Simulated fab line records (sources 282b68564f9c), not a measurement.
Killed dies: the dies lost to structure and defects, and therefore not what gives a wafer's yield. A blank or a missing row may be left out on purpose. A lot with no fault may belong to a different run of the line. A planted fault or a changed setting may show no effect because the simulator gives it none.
Split-lot study :: flow rit cmos :: route with 202 steps; 5 lots, 23 wafers read

THE SPLIT
At RIT_M1_SPUTTER_00 (material Al, target thk 400 nm, time 500 s), the setting time s was moved away from the recipe's 500 s on 4 of the 23 wafers read, by -5.5% to +8.0%. This setting was run at the recipe's value on the other wafers.

BETWEEN THE SPLIT AND THE READING: the file shows 1 step in between
- RIT_M1_RS_MEAS_01: measures by four-point-probe

THE READING
M1_AL_THK, in nm, at RIT_M1_THK_MEAS_02 (measures by xrf). Typical for fault-free wafers on this fab line: 399 nm, with standard deviation 6.2 nm.

wafer: L075.1
tool, chamber at the split: pvd sputter-03, -
time s as run, s: 500
against the recipe: recipe
M1_AL_THK, nm: 407
against lot-mates on the recipe: -

wafer: L075.3
tool, chamber at the split: pvd sputter-03, -
time s as run, s: 500
against the recipe: recipe
M1_AL_THK, nm: 409
against lot-mates on the recipe: -

wafer: L075.5
tool, chamber at the split: pvd sputter-03, -
time s as run, s: 500
against the recipe: recipe
M1_AL_THK, nm: 398
against lot-mates on the recipe: -

wafer: L076.2
tool, chamber at the split: pvd sputter-01, -
time s as run, s: 500
against the recipe: recipe
M1_AL_THK, nm: 395
against lot-mates on the recipe: -

wafer: L076.3
tool, chamber at the split: pvd sputter-01, -
time s as run, s: 500
against the recipe: recipe
M1_AL_THK, nm: 401
against lot-mates on the recipe: -

wafer: L076.4
tool, chamber at the split: pvd sputter-01, -
time s as run, s: 500
against the recipe: recipe
M1_AL_THK, nm: 398
against lot-mates on the recipe: -

wafer: L076.5
tool, chamber at the split: pvd sputter-01, -
time s as run, s: 500
against the recipe: recipe
M1_AL_THK, nm: 392
against lot-mates on the recipe: -

wafer: L076.6
tool, chamber at the split: pvd sputter-01, -
time s as run, s: 500
against the recipe: recipe
M1_AL_THK, nm: 404
against lot-mates on the recipe: -

wafer: L077.1
tool, chamber at the split: pvd sputter-03, -
time s as run, s: 539.8
against the recipe: +8.0%
M1_AL_THK, nm: 436
against lot-mates on the recipe: +27

wafer: L077.3
tool, chamber at the split: pvd sputter-03, -
time s as run, s: 539.8
against the recipe: +8.0%
M1_AL_THK, nm: 433
against lot-mates on the recipe: +24

wafer: L077.4
tool, chamber at the split: pvd sputter-03, -
time s as run, s: 500
against the recipe: recipe
M1_AL_THK, nm: 409
against lot-mates on the recipe: -

wafer: L077.5
tool, chamber at the split: pvd sputter-03, -
time s as run, s: 500
against the recipe: recipe
M1_AL_THK, nm: 411
against lot-mates on the recipe: -

wafer: L077.6
tool, chamber at the split: pvd sputter-03, -
time s as run, s: 500
against the recipe: recipe
M1_AL_THK, nm: 408
against lot-mates on the recipe: -

wafer: L082.1
tool, chamber at the split: pvd sputter-01, -
time s as run, s: 500
against the recipe: recipe
M1_AL_THK, nm: 401
against lot-mates on the recipe: -

wafer: L082.2
tool, chamber at the split: pvd sputter-01, -
time s as run, s: 500
against the recipe: recipe
M1_AL_THK, nm: 401
against lot-mates on the recipe: -

wafer: L082.4
tool, chamber at the split: pvd sputter-01, -
time s as run, s: 500
against the recipe: recipe
M1_AL_THK, nm: 406
against lot-mates on the recipe: -

wafer: L082.5
tool, chamber at the split: pvd sputter-01, -
time s as run, s: 500
against the recipe: recipe
M1_AL_THK, nm: 408
against lot-mates on the recipe: -

wafer: L082.6
tool, chamber at the split: pvd sputter-01, -
time s as run, s: 500
against the recipe: recipe
M1_AL_THK, nm: 398
against lot-mates on the recipe: -

wafer: L083.1
tool, chamber at the split: pvd sputter-02, -
time s as run, s: 500
against the recipe: recipe
M1_AL_THK, nm: 400
against lot-mates on the recipe: -

wafer: L083.2
tool, chamber at the split: pvd sputter-02, -
time s as run, s: 500
against the recipe: recipe
M1_AL_THK, nm: 400
against lot-mates on the recipe: -

wafer: L083.3
tool, chamber at the split: pvd sputter-02, -
time s as run, s: 500
against the recipe: recipe
M1_AL_THK, nm: 399
against lot-mates on the recipe: -

wafer: L083.5
tool, chamber at the split: pvd sputter-02, -
time s as run, s: 472.4
against the recipe: -5.5%
M1_AL_THK, nm: 381
against lot-mates on the recipe: -19

wafer: L083.6
tool, chamber at the split: pvd sputter-02, -
time s as run, s: 472.4
against the recipe: -5.5%
M1_AL_THK, nm: 381
against lot-mates on the recipe: -19

FIT RESULTS
A straight line over all 23 wafers: M1_AL_THK changes by +3.98 nm for each +1% of time s; r = +0.92; the points scatter about the line by 5 nm.
The same after taking each lot's own level away (the mean of its wafers on the recipe; 23 wafers): +3.24 nm for each +1%; r = +0.94; scatter 3.4 nm.
The reading moves by 26 nm for the largest change in time s, on that fit.
Measured against the standard deviation above, the lots' own levels, which go from 398.0 to 409.3 nm, span 1.8 times it.
In other words, the slope is changed by the lot-to-lot level; the two fits disagree.
Check: for one of the wafers moved furthest among these (+8.0%), held out of the fit, the line's prediction against its lot-mates is +25 nm. It came out at +26.7 nm against them.

FURTHER SPLITS ON THESE WAFERS
Before the reading, these wafers also passed through other splits. Each is held against what the fit with the lots' levels taken away leaves over:
other split on the same wafers: RIT_PLDD_COAT_01 spin rpm
wafers away from the commonest value: 8
r with M1_AL_THK (lot level and that fit taken away): -0.01

other split on the same wafers: RIT_SILICIDE_SPUTTER_01 power w
wafers away from the commonest value: 4
r with M1_AL_THK (lot level and that fit taken away): -0.34

other split on the same wafers: RIT_CONTACT_EXPOSE_05 dose mj
wafers away from the commonest value: 9
r with M1_AL_THK (lot level and that fit taken away): +0.14

THE WHOLE CHAIN: every reading that the file lists as answering this split, in the file's order
step: RIT_M1_SPUTTER_00
what it does: material Al, target thk 400 nm, time 500 s
reading: Al_of_M1_SPUTTER_00.thk nm (the simulator's own value, which no gauge read)
change (the file's fit): +3.33 nm for each +1% of the setting
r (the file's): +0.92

step: RIT_M1_RS_MEAS_01
what it does: measures by four-point-probe
reading: M1_AL_RS
change (the file's fit): -0.000575 for each +1% of the setting
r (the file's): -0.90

step: RIT_M1_THK_MEAS_02
what it does: measures by xrf
reading: M1_AL_THK
change (the file's fit): +3.22 for each +1% of the setting
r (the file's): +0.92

FILE'S OWN FIT
M1_AL_THK changes by +3.22 nm for each +1% of time s, r = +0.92.
